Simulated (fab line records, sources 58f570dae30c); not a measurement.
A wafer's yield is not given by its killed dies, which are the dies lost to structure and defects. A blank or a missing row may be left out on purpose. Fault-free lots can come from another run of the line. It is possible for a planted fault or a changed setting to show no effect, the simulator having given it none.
Split-lot study :: flow berkeley-cmos170 :: 23 wafers read across 5 lots, on a route 331 steps long

## ON THE SPLIT
At UCB170_V1_PEB_10, the setting peb-temp-c was moved away from the recipe's 130 C on 6 of the 23 wafers read, by -0.9% to +2.8%. The other wafers ran this setting at the recipe's value.

## FROM THE SPLIT TO THE READING: what the file shows between them, 4 steps
- UCB170_V1_DEVELOP_11: develop time 45 s
- UCB170_V1_CD_MEAS_12: target cd 700 nm
- UCB170_V1_ETCH_14: etches SiO2 in CHF3/CF4/Ar, stops on Al, target depth 1250 nm, time 291 s
- UCB170_V1_STRIP_15: strips in O2

## THE READING
cd-nm, in nm, at UCB170_V1_CD_MEAS_90 (target cd 700 nm). Fault-free wafers of this fab line usually give 700.2 nm, standard deviation 1.6 nm.

wafer: L076.1
tool, chamber at the split: litho-track-02, 0
peb-temp-c as run, C: 130
against the recipe: recipe
cd-nm, nm: 699.2
against lot-mates on the recipe: -

wafer: L076.4
tool, chamber at the split: litho-track-02, 0
peb-temp-c as run, C: 130
against the recipe: recipe
cd-nm, nm: 698.7
against lot-mates on the recipe: -

wafer: L076.6
tool, chamber at the split: litho-track-02, 0
peb-temp-c as run, C: 130
against the recipe: recipe
cd-nm, nm: 700.3
against lot-mates on the recipe: -

wafer: L079.1
tool, chamber at the split: litho-track-02, 0
peb-temp-c as run, C: 130
against the recipe: recipe
cd-nm, nm: 703.4
against lot-mates on the recipe: -

wafer: L079.2
tool, chamber at the split: litho-track-02, 0
peb-temp-c as run, C: 130
against the recipe: recipe
cd-nm, nm: 709.1
against lot-mates on the recipe: -

wafer: L079.3
tool, chamber at the split: litho-track-02, 0
peb-temp-c as run, C: 130
against the recipe: recipe
cd-nm, nm: 707.6
against lot-mates on the recipe: -

wafer: L079.4
tool, chamber at the split: litho-track-02, 0
peb-temp-c as run, C: 130
against the recipe: recipe
cd-nm, nm: 702.4
against lot-mates on the recipe: -

wafer: L079.5
tool, chamber at the split: litho-track-02, 0
peb-temp-c as run, C: 130
against the recipe: recipe
cd-nm, nm: 702.6
against lot-mates on the recipe: -

wafer: L084.1
tool, chamber at the split: litho-track-03, 0
peb-temp-c as run, C: 128.8
against the recipe: -0.9%
cd-nm, nm: 696.7
against lot-mates on the recipe: -5.8

wafer: L084.2
tool, chamber at the split: litho-track-03, 0
peb-temp-c as run, C: 128.8
against the recipe: -0.9%
cd-nm, nm: 690.1
against lot-mates on the recipe: -12.4

wafer: L084.4
tool, chamber at the split: litho-track-03, 0
peb-temp-c as run, C: 130
against the recipe: recipe
cd-nm, nm: 705.8
against lot-mates on the recipe: -

wafer: L084.5
tool, chamber at the split: litho-track-03, 0
peb-temp-c as run, C: 128.8
against the recipe: -0.9%
cd-nm, nm: 690.4
against lot-mates on the recipe: -12.1

wafer: L084.6
tool, chamber at the split: litho-track-03, 0
peb-temp-c as run, C: 130
against the recipe: recipe
cd-nm, nm: 699.1
against lot-mates on the recipe: -

wafer: L081.1
tool, chamber at the split: litho-track-04, 0
peb-temp-c as run, C: 130
against the recipe: recipe
cd-nm, nm: 700.7
against lot-mates on the recipe: -

wafer: L081.2
tool, chamber at the split: litho-track-04, 0
peb-temp-c as run, C: 130
against the recipe: recipe
cd-nm, nm: 702.9
against lot-mates on the recipe: -

wafer: L081.3
tool, chamber at the split: litho-track-04, 0
peb-temp-c as run, C: 133.7
against the recipe: +2.8%
cd-nm, nm: 721.8
against lot-mates on the recipe: +20.0

wafer: L081.5
tool, chamber at the split: litho-track-04, 0
peb-temp-c as run, C: 133.7
against the recipe: +2.8%
cd-nm, nm: 721.5
against lot-mates on the recipe: +19.7

wafer: L081.6
tool, chamber at the split: litho-track-04, 0
peb-temp-c as run, C: 133.7
against the recipe: +2.8%
cd-nm, nm: 721.8
against lot-mates on the recipe: +20.0

wafer: L082.2
tool, chamber at the split: litho-track-02, 0
peb-temp-c as run, C: 130
against the recipe: recipe
cd-nm, nm: 699.1
against lot-mates on the recipe: -

wafer: L082.3
tool, chamber at the split: litho-track-02, 0
peb-temp-c as run, C: 130
against the recipe: recipe
cd-nm, nm: 698.9
against lot-mates on the recipe: -

wafer: L082.4
tool, chamber at the split: litho-track-02, 0
peb-temp-c as run, C: 130
against the recipe: recipe
cd-nm, nm: 697.8
against lot-mates on the recipe: -

wafer: L082.5
tool, chamber at the split: litho-track-02, 0
peb-temp-c as run, C: 130
against the recipe: recipe
cd-nm, nm: 699.4
against lot-mates on the recipe: -

wafer: L082.6
tool, chamber at the split: litho-track-02, 0
peb-temp-c as run, C: 130
against the recipe: recipe
cd-nm, nm: 698.4
against lot-mates on the recipe: -

THE FIT
A straight line over all 23 wafers: cd-nm changes by +7.45 nm for each +1% of peb-temp-c; r = +0.93; the points scatter about the line by 3.3 nm.
The same after taking each lot's own level away (the mean of its wafers on the recipe; 23 wafers): +7.49 nm for each +1%; r = +0.96; scatter 2.4 nm.
On that fit, the largest move of peb-temp-c shifts the reading by 21 nm.
Measured against the standard deviation above, the lots' own levels, which go from 698.72 to 705.02 nm, span 3.9 times it.
Consequently the slope shifts little with the lot-to-lot level, the two slopes agreeing.
Check: +21 nm against its lot-mates is what the line predicts for one of the wafers moved furthest among these (+2.8%) when that wafer is left out of the fit. Against them it came out at +20 nm.

## ADDITIONAL SPLITS CARRIED BY THESE WAFERS
Note: prior to the reading, these wafers also went through further splits. Each is held against what the fit with the lots' levels taken away leaves over:
other split on the same wafers: UCB170_SDANNEAL_RTA_00 time-s
wafers away from the commonest value: 6
r with cd-nm (lot level and that fit taken away): -0.24

other split on the same wafers: UCB170_CONTACT_COAT_04 spin-rpm
wafers away from the commonest value: 10
r with cd-nm (lot level and that fit taken away): -0.03

other split on the same wafers: UCB170_CONTACT_EXPOSE_12 dose-mj
wafers away from the commonest value: 7
r with cd-nm (lot level and that fit taken away): +0.02

other split on the same wafers: UCB170_M1_SPUTTER_00 power-w
wafers away from the commonest value: 9
r with cd-nm (lot level and that fit taken away): +0.02

other split on the same wafers: UCB170_V1_EXPOSE_09 dose-mj
wafers away from the commonest value: 4
r with cd-nm (lot level and that fit taken away): +0.67

## THE WHOLE CHAIN: every reading that the file lists as answering this split, in the file's order
step: UCB170_V1_CD_MEAS_12
what it does: target cd 700 nm
reading: cd-nm
change (the file's fit): +7.8 nm for each +1% of the setting
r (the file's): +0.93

step: UCB170_V1_ETCH_14
what it does: etches SiO2 in CHF3/CF4/Ar, stops on Al, target depth 1250 nm, time 291 s
reading: V1.cd-nm (the simulator's own value, which no gauge read)
change (the file's fit): +7.44 nm for each +1% of the setting
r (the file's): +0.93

step: UCB170_V1_CD_MEAS_90
what it does: target cd 700 nm
reading: cd-nm
change (the file's fit): +7.35 nm for each +1% of the setting
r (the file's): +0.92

## THE FILE'S OWN FIT
cd-nm changes by +7.35 nm for each +1% of peb-temp-c, r = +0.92.
